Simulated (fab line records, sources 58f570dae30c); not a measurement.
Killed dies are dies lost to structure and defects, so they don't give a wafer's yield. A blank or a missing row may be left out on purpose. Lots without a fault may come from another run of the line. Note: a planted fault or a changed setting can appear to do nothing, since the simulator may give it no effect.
Code-filled problem report in 8D (eight disciplines) form	flow berkeley_cmos170	the parts of the form that need people (team, actions taken, sign-off) are left out

1. PROBLEM STATEMENT
tilt_deg at UCB170_NVT_IMPLANT_07 reads a mean of 6.677 degrees on 6 wafers of 2 lots; wafers without a fault read 7.003 degrees with a standard deviation of 0.02. That is -16 standard deviations from the usual mean.
The first sign was on wafer L307.2 at day 9 00:26, on implanter-03. At this step, 42 wafers from 14 lots have a number in the record. The rule behind "out" and "out of limits": a value lying over 4 standard deviations away from the usual mean. All remaining wafers that have a number are taken as sound.

2. WHAT IT IS AND WHAT IT IS NOT
question	is	is not
which readings at this step	tilt_deg	-
which lots	L307, L309	L294, L295, L297, L300, L301, L302, L304, L308, L312, L313, L316, L317
which wafers of those lots	all that have a number	-
read on which tools	implanter-03	implanter-01, implanter-02
when	from day 9 00:26	up to then (24 sound wafers); but 12 sound wafers of L312, L313, L316, L317 came after

3. WHAT RULES OUT EACH SUSPECT
Counting: a tool at a process step up to the reading stays a suspect if it ran every lot that is out and no sound lot after the first of them.
- implanter-03 at UCB170_NVT_IMPLANT_07: kept. Every lot that is out went through it, starting with L307 (day 9 00:26), and after that it ran no sound lot; the last sound lot it ran before then is L301 (day 7 23:55). Its own readings are out on those wafers: tilt_deg.
Left after counting: implanter-03 at UCB170_NVT_IMPLANT_07.

4. THE CAUSE (what the simulator had put in)
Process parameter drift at UCB170_NVT_IMPLANT_07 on implanter-03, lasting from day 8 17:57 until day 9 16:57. Setting tilt_deg shifted by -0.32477 from 7. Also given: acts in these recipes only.
Counting left only this tool.

5. THE CHAIN OF EFFECTS, in route order
Each row: a reading whose mean over the struck wafers that have a number lies more than 3 standard deviations from the usual. Readings are gone through only where the record gives a usual standard deviation; hours: the median, over the lots, of the time from a lot's start at the first step in this table giving one to that lot's start at this step; sigmas: the change measured in usual standard deviations.
hours	step	reading	usual	on struck wafers	change	sigmas
0	UCB170_NVT_IMPLANT_07	tilt_deg	7.003 degrees	6.677	-0.326	-16
The process steps in it:
- UCB170_NVT_IMPLANT_07

6. WHAT WOULD HAVE CAUGHT IT SOONER
First out-of-limits reading in this record: day 9 00:26, which is 6 hours after fault onset at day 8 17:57.
